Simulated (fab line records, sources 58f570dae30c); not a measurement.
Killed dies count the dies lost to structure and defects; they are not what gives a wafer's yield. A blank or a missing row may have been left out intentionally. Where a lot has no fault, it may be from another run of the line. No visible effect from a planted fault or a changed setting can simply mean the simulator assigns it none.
A struck lot beside a sound one | flow berkeley cmos170 | 14 steps out of a route of 331
Sound: the wafers L328.3, L328.4, L328.5. Wafers L339.1, L339.2, L339.4 were the ones struck. Last of all comes the cause.
For every step that has rows: the tool of each side, followed by ch and its chambers, followed by its first start. Under that, the readings that differ: sound wafers | struck wafers | difference of the means | sigmas: that difference in standard deviations of wafers without a fault.
alike: words and numbers the same on both sides, and readings whose means are apart by under 2 such deviations; not compared: readings that were withheld, readings missing a value for some wafer, numbers with overlapping values and no deviation given by the record, and bounds like >300 which may hide the same value.
A row with sigmas, a row that says differs or no value, or rows on one side alone: a step with any of these is where the two part. Non-overlapping numbers with no deviation appear without sigmas and do not part them. A reading that every wafer of one side lacks parts them only if that side has two wafers or more.

first, 1 step without rows for these wafers: UCB170_CONTACT_CVD_01 (deposits PSG from SiH4/O2/PH3, target thk 700 nm, time 2820 s).
UCB170_CONTACT_THK_MEAS_02:
  struck on film metro-03, day 10 03:44; sound on film metro-03, day 8 21:13
  reading              | sound       | struck      | difference | sigmas
  CONTACT_PSG_THK (nm) | 691 693 691 | 704 705 709 | +14        | +3
then, 3 steps without rows for these wafers: UCB170_CONTACT_HMDS_03 (prime time 60 s); UCB170_CONTACT_COAT_04 (resist thk 900 nm); UCB170_CONTACT_SOFTBAKE_05 (time 60 s).
UCB170_CONTACT_STRIP_06: strips in O2.
  sound on plasma asher-02 ch 0,1, day 8 21:57; struck on plasma asher-01 ch 0,1, day 10 04:28
  alike: drypump motor current A, oes product au, strip time to endpoint s
  not compared: rf hours counter h
then, 1 step without rows for these wafers: UCB170_CONTACT_CLEAN_07 (cleans in SPM, time 600 s).
UCB170_CONTACT_RTA_08: time 10 s.
  sound on rtp anneal-02 ch 0, day 8 22:52; struck on rtp anneal-01 ch 0, day 10 04:58
  reading            | sound          | struck         | difference | sigmas
  lamp power pct (%) | 19.7 19.7 19.7 | 22.5 22.5 22.5 | +2.8       | +2
  alike: wafer_temp_C_max
then, 4 steps without rows for these wafers: UCB170_CONTACT_COAT_09; UCB170_CONTACT_COAT_10 (resist thk 885.6 nm); UCB170_CONTACT_SOFTBAKE_11 (time 60 s); UCB170_CONTACT_EXPOSE_12 (exposes mask CONT, target cd 700 nm).
UCB170_CONTACT_PEB_13:
  sound on litho track-02 ch 0, day 9 00:29; struck on litho track-04, day 10 05:44
  no value came back on the struck wafers for chill plate temp C (C), exhaust pa (Pa); on the sound wafers chill plate temp C (C) reads 23.06 23.06 22.99
then, 1 step without rows for these wafers: UCB170_CONTACT_DEVELOP_14 (develop time 45 s).

## WHERE THEY PART
Last at UCB170_CONTACT_PEB_13 as far as this record goes, first at UCB170_CONTACT_THK_MEAS_02.

WHY: whatever the simulator had introduced
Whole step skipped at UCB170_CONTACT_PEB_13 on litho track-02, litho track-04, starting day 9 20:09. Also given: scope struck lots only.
